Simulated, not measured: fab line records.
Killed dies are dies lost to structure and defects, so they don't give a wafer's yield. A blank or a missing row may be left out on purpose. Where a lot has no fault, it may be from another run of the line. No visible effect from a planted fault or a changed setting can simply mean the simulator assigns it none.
Split-lot trial + flow berkeley-cmos170 + 23 wafers read across 5 lots, on a route 331 steps long

## THE SPLIT ITSELF
At UCB170_V2_COAT_07 (resist thk 900 nm), the setting spin-rpm was moved away from the recipe's 1500 rpm on 7 of the 23 wafers read, by +4.3% to +5.3%. This setting was run at the recipe's value on the other wafers.

## FROM THE SPLIT TO THE READING: what the file shows between them, 2 steps
- UCB170_V2_SOFTBAKE_08: time 60 s
- UCB170_V2_EXPOSE_09: exposes mask VIA2, target cd 700 nm

## THE READING
KrF_of_V2_COAT_07.thk-nm (the simulator's own value, which no gauge read), in nm, at UCB170_V2_ETCH_14 (etches SiO2 in CHF3/CF4/Ar, stops on Al, target depth 1250 nm, time 291 s). The file does not state a usual value for it. Here, 16 wafers ran the recipe; their average is 608.4 nm with a standard deviation of 5.7 nm.

| wafer  | tool, chamber at the split | spin-rpm as run, rpm | against the recipe | KrF_of_V2_COAT_07.thk-nm, nm | against lot-mates on the recipe |
|--------|----------------------------|----------------------|--------------------|------------------------------|---------------------------------|
| L074.1 | litho-track-02, 0          | 1500                 | recipe             | 619.6                        | -                               |
| L074.2 | litho-track-02, 0          | 1579                 | +5.3%              | 577.9                        | -39.1                           |
| L074.4 | litho-track-02, 0          | 1500                 | recipe             | 614.1                        | -                               |
| L074.5 | litho-track-02, 0          | 1500                 | recipe             | 617.3                        | -                               |
| L074.6 | litho-track-02, 0          | 1579                 | +5.3%              | 591.9                        | -25.1                           |
| L075.2 | litho-track-03, 0          | 1564                 | +4.3%              | 599.4                        | -8.8                            |
| L075.3 | litho-track-03, 0          | 1500                 | recipe             | 598.8                        | -                               |
| L075.4 | litho-track-03, 0          | 1500                 | recipe             | 613.7                        | -                               |
| L075.5 | litho-track-03, 0          | 1564                 | +4.3%              | 597.8                        | -10.4                           |
| L075.6 | litho-track-03, 0          | 1500                 | recipe             | 612.2                        | -                               |
| L077.1 | litho-track-02, 0          | 1576                 | +5.1%              | 580.3                        | -25.5                           |
| L077.2 | litho-track-02, 0          | 1500                 | recipe             | 604.4                        | -                               |
| L077.3 | litho-track-02, 0          | 1576                 | +5.1%              | 579.2                        | -26.5                           |
| L077.4 | litho-track-02, 0          | 1576                 | +5.1%              | 578.2                        | -27.5                           |
| L077.6 | litho-track-02, 0          | 1500                 | recipe             | 607.1                        | -                               |
| L079.2 | litho-track-01, 0          | 1500                 | recipe             | 606.3                        | -                               |
| L079.3 | litho-track-01, 0          | 1500                 | recipe             | 602.1                        | -                               |
| L079.5 | litho-track-01, 0          | 1500                 | recipe             | 604.1                        | -                               |
| L084.1 | litho-track-03, 0          | 1500                 | recipe             | 608.4                        | -                               |
| L084.2 | litho-track-03, 0          | 1500                 | recipe             | 609.8                        | -                               |
| L084.3 | litho-track-03, 0          | 1500                 | recipe             | 602.6                        | -                               |
| L084.4 | litho-track-03, 0          | 1500                 | recipe             | 610.7                        | -                               |
| L084.5 | litho-track-03, 0          | 1500                 | recipe             | 603.4                        | -                               |

THE FIT
A straight line over all 23 wafers: KrF_of_V2_COAT_07.thk-nm changes by -4.63 nm for each +1% of spin-rpm; r = -0.86; the points scatter about the line by 6.6 nm.
The same after taking each lot's own level away (the mean of its wafers on the recipe; 23 wafers): -4.93 nm for each +1%; r = -0.90; scatter 5.6 nm.
According to that fit, moving spin-rpm by its largest amount changes the reading by 26 nm.
Across the lots, their own levels run from 604.17 to 617.00 nm, a range of 2.3 times the standard deviation given above.
So the lot-to-lot level changes the slope little: the two slopes agree.
Check: -23.1 nm against its lot-mates is what the line predicts for one of the wafers moved furthest among these (+5.3%) when that wafer is left out of the fit. Against them it came out at -39.1 nm.

## THE OTHER SPLITS THESE WAFERS WENT THROUGH
Before the reading, these wafers also passed through other splits. Each is held against what the fit with the lots' levels taken away leaves over:
| other split on the same wafers           | wafers away from the commonest value | r with KrF_of_V2_COAT_07.thk-nm (lot level and that fit taken away) |
|------------------------------------------|--------------------------------------|---------------------------------------------------------------------|
| UCB170_V1_EXPOSE_09 dose-mj              | 5                                    | -0.05                                                               |
| UCB170_M2_SPUTTER_01 chamber-pressure-pa | 18                                   | +0.06                                                               |
| UCB170_M2_EXPOSE_12 dose-mj              | 8                                    | -0.19                                                               |
| UCB170_M2_DEVELOP_14 develop-time-s      | 9                                    | +0.07                                                               |

## THE WHOLE CHAIN: every reading that the file lists as answering this split, in the file's order
| step               | what it does                                                              | reading                                                                   | change (the file's fit)              | r (the file's) |
|--------------------|---------------------------------------------------------------------------|---------------------------------------------------------------------------|--------------------------------------|----------------|
| UCB170_V2_COAT_07  | resist thk 900 nm                                                         | KrF_of_V2_COAT_07.thk-nm (the simulator's own value, which no gauge read) | -4.54 nm for each +1% of the setting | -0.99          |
| UCB170_V2_ETCH_14  | etches SiO2 in CHF3/CF4/Ar, stops on Al, target depth 1250 nm, time 291 s | KrF_of_V2_COAT_07.thk-nm (the simulator's own value, which no gauge read) | -4.82 nm for each +1% of the setting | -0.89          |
| UCB170_V2_STRIP_15 | strips in O2                                                              | strip-time-to-endpoint-s                                                  | withheld for each +1% of the setting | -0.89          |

## THE FILE'S OWN FIT
KrF_of_V2_COAT_07.thk-nm changes by -4.82 nm for each +1% of spin-rpm, r = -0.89.
